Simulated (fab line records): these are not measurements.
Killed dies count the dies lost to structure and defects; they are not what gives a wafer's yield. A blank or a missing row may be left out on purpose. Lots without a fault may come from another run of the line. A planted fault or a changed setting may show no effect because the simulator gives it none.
A struck lot beside a sound one :: flow rit cmos :: 43 steps out of a route of 202
Sound: wafers L491.2, L491.4, L491.6. Struck: wafers L498.2, L498.4, L498.6. The cause is given at the end.
Order at every step that has rows: each side's tool, ch and its chambers, its first start. Under that, the readings that differ: sound wafers :: struck wafers :: difference of the means :: sigmas: that difference in standard deviations of wafers without a fault.
alike: a reading whose means differ by less than 2 such deviations, as well as words and numbers matching on both sides. not compared: withheld readings; readings where some wafer has no value; bounds like >300 that might hide an equal value; numbers whose values overlap and for which the record gives no deviation.
The two part at a step that has a row with sigmas, a row that says differs or no value, or rows on one side only. Numbers that don't overlap but have no deviation are shown without sigmas and don't part them. Lack of a reading on every wafer of one side parts them only where that side has two or more wafers.

first, 1 step without rows for these wafers: RIT_PRETRO_DEVELOP_05 (develop time 68 s).
RIT_PRETRO_OVL_MEAS_06:
  sound on overlay-01 at day 4 06:16; struck on overlay-02 at day 5 16:34
  alike: PRETRO_OVL
then, 2 steps without rows for these wafers: RIT_PRETRO_HARDBAKE_07 (time 120 s); RIT_PRETRO_IMPLANT_08.
RIT_PRETRO_STRIP_09: strips in O2, time 180 s.
  sound on plasma asher-04 ch 0, day 4 06:42; struck on plasma asher-04 ch 0,1, day 5 17:05
  alike: drypump motor current A
  not compared: rf hours counter h
RIT_PRETRO_TW_MEAS_10:
  sound on film metro-01 at day 4 06:53; struck on film metro-01 at day 5 17:16
  alike: PRETRO_TW
then, 5 steps without rows for these wafers: RIT_GATE_WET_ETCH_00 (etches SiO2 in BOE, target depth 56 nm, time 60 s); RIT_GATE_CLEAN_01 (cleans in SC1, time 600 s); RIT_GATE_CLEAN_02 (cleans in dHF, time 30 s); RIT_GATE_CLEAN_03 (cleans in SC2, time 600 s); RIT_GATE_CLEAN_04 (cleans in dHF, time 60 s).
RIT_FOX2_THK_MEAS_91:
  sound on film metro-04 at day 4 07:22; struck on film metro-01 at day 5 17:45
  alike: FIELD_OXIDE_LEFT_2_THK
RIT_GATE_OXIDATION_05: target thk 3 nm, ox time 274.8 s.
  sound on furnace-03 ch 0, day 4 08:56; struck on furnace-04 ch 0, day 5 17:48
then, 1 step without rows for these wafers: RIT_GATE_ANNEAL_06 (time 600 s).
RIT_GATE_THK_MEAS_07:
  sound on film metro-04 at day 4 11:35; struck on film metro-04 at day 5 19:22
  alike: GATE_OXIDE_THK
then, 1 step without rows for these wafers: RIT_GATE_CVD_08 (deposits poly-Si from SiH4, target thk 250 nm, time 2220 s).
RIT_GATE_THK_MEAS_09:
  sound on film metro-01 at day 4 13:16; struck on film metro-04 at day 5 21:03
  alike: GATE_POLY_THK
then, 6 steps without rows for these wafers: RIT_GATE_HMDS_10 (prime time 60 s); RIT_GATE_COAT_11 (resist thk 850 nm); RIT_GATE_SOFTBAKE_12 (time 60 s); RIT_GATE_EXPOSE_13 (exposes mask M6, target cd 150 nm); RIT_GATE_PEB_14; RIT_GATE_DEVELOP_15 (develop time 50 s).
RIT_GATE_CD_MEAS_16: the cd target is 150 nm.
  sound on cd sem-02 at day 4 14:11; struck on cd sem-01 at day 5 22:05
  alike: cd nm
RIT_GATE_OVL_MEAS_17:
  sound on overlay-02 at day 4 14:17; struck on overlay-02 at day 5 22:12
  alike: GATE_OVL
then, 1 step without rows for these wafers: RIT_GATE_HARDBAKE_18 (time 60 s).
RIT_GATE_ETCH_19: etches poly-Si in SF6/CHF3/O2, stops on SiO2, time 165 s, target depth 312.5 nm.
  sound on rie si-02 ch 2,3, day 4 14:28; struck on rie si-01 ch 2,3, day 5 22:35
  alike: CHF3_flow_sccm, drypump motor current A, he backside leak sccm, oes product au, throttle valve pct
  not compared: rf hours counter h
RIT_GATE_STRIP_20: strips in O2, time 180 s.
  sound on plasma asher-02 ch 1, day 4 14:35; struck on plasma asher-02 ch 0, day 5 22:41
  alike: drypump motor current A
  not compared: rf hours counter h
RIT_GATE_CD_MEAS_90: the cd target is 150 nm.
  sound on cd sem-02 at day 4 14:46; struck on cd sem-01 at day 5 22:53
  alike: cd nm
then, 4 steps without rows for these wafers: RIT_REOX_CLEAN_00 (cleans in SC1, time 626.8 s); RIT_REOX_CLEAN_01 (cleans in dHF, time 30 s); RIT_REOX_CLEAN_02 (cleans in SC2, time 600 s); RIT_REOX_OXIDATION_03 (target thk 25.2 nm, ox time 5580 s).
RIT_REOX_THK_MEAS_04:
  sound on film metro-03 at day 4 18:11; struck on film metro-04 at day 6 01:56
  alike: REOX_OXIDE_THK
then, 6 steps without rows for these wafers: RIT_NLDD_HMDS_00 (prime time 60 s); RIT_NLDD_COAT_01 (resist thk 1000 nm); RIT_NLDD_SOFTBAKE_02 (time 60 s); RIT_NLDD_EXPOSE_03 (exposes mask M7, target cd 40700 nm); RIT_NLDD_PEB_04; RIT_NLDD_DEVELOP_05 (develop time 50 s).
RIT_NLDD_OVL_MEAS_06:
  sound on overlay-02 at day 4 19:05; struck on overlay-02 at day 6 02:51
  alike: NLDD_OVL
then, 1 step without rows for these wafers: RIT_NLDD_HARDBAKE_07 (time 60 s).
RIT_M1_PROBE_99:
  sound on prober-02 at day 5 10:54; struck on prober-01 at day 6 19:30
reading: hold
sound: - - -
struck: await dispo/2.7h/release await dispo/2.7h/release await dispo/2.7h/release
difference: no value on the sound wafers
sigmas: 

reading: killed at front end
sound: 1 7 4
struck: 117 132 124
difference: +120
sigmas: +41

reading: killed dies
sound: 1 7 4
struck: 117 132 124
difference: +120
sigmas: +41

reading: killed on rim
sound: 0 2 1
struck: 32 39 32
difference: +33
sigmas: +24
  alike: killed at contacts, killed open, killed short

## WHERE THEY PART
RIT_M1_PROBE_99 only, going by this record.

WHY: what the simulator had put in
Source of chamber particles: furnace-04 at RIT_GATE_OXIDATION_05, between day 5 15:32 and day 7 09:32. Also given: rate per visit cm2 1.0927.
